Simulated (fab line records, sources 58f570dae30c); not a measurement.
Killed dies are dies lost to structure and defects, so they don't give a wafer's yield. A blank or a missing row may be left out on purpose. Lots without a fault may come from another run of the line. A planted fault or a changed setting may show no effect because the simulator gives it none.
One fault seen from 2 desks | flow berkeley_cmos170 | each desk has only its own numbers; what lay behind them comes last

THE TOOL OWNER'S DESK: litho_track-03
The tool's own readings at UCB170_M2_PEB_13: means of the sampled wafers that have a number, for each lot that ran on this tool. A lot is out of limits, marked OUT, if its mean lies more than 4 standard deviations from the usual mean; the brackets give that distance.
Columns: A = heater_power_total_W at UCB170_M2_PEB_13, usual 56.80 W
lot  | first seen here | A
L472 | day 8 18:28     | 56.83
L471 | day 8 19:13     | 56.77
L475 | day 9 14:55     | 58.53 (+38) OUT
L480 | day 9 23:40     | 58.49 (+38) OUT
This desk's finding: out of limits on L475, L480; first on L475, day 9 14:55 (heater_power_total_W at UCB170_M2_PEB_13). In limits: L472, L471.

THE METROLOGY DESK
What the gauges read, lot by lot, whatever tool the lot ran on: means of the sampled wafers that have a number. A lot is out of limits, marked OUT, if its mean lies more than 4 standard deviations from the usual mean; the brackets give that distance.
Columns: A = cd_nm at UCB170_M2_CD_MEAS_15, usual 699.6 nm; B = V2_OVL at UCB170_V2_OVL_MEAS_13, usual -1 nm
lot  | first seen here | A     | B
L470 | day 8 07:21     | 697.6 | 1
L472 | day 8 18:44     | 698.0 | -1
L471 | day 8 19:29     | 700.1 | 4
L473 | day 9 14:59     | 699.2 | -0
L475 | day 9 15:11     | 703.4 | 5
L476 | day 9 21:15     | 701.5 | 3
L480 | day 9 23:58     | 705.7 | 0
L485 | day 10 18:20    | 702.0 | -4
L483 | day 11 02:40    | 697.6 | -6
L486 | day 11 02:59    | 701.2 | 6
L488 | day 11 13:49    | 699.9 | 4
L487 | day 11 14:00    | 698.2 | -6
L491 | day 11 22:27    | 701.4 | -0
L489 | day 11 22:43    | 700.0 | -5
This desk's finding: nothing out of limits on any of the 14 lots.

PUT TOGETHER
The tool owner's desk could have raised an alarm at day 9 14:55, on L475, L480.
The metrology desk saw nothing out of limits.
The metrology desk has L475, L480 on record, within its limits.
Of the lots named, all ran UCB170_M2_PEB_13 on litho_track-03.

WHAT THE SIMULATOR HAD PUT IN
Process parameter drift: litho_track-03, from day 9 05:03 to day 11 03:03, at UCB170_M2_PEB_13. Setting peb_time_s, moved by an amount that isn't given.
Lots struck among those shown: L475, L480.
Hours from the fault's start to each desk's first reading out of limits: the tool owner's desk, 10.
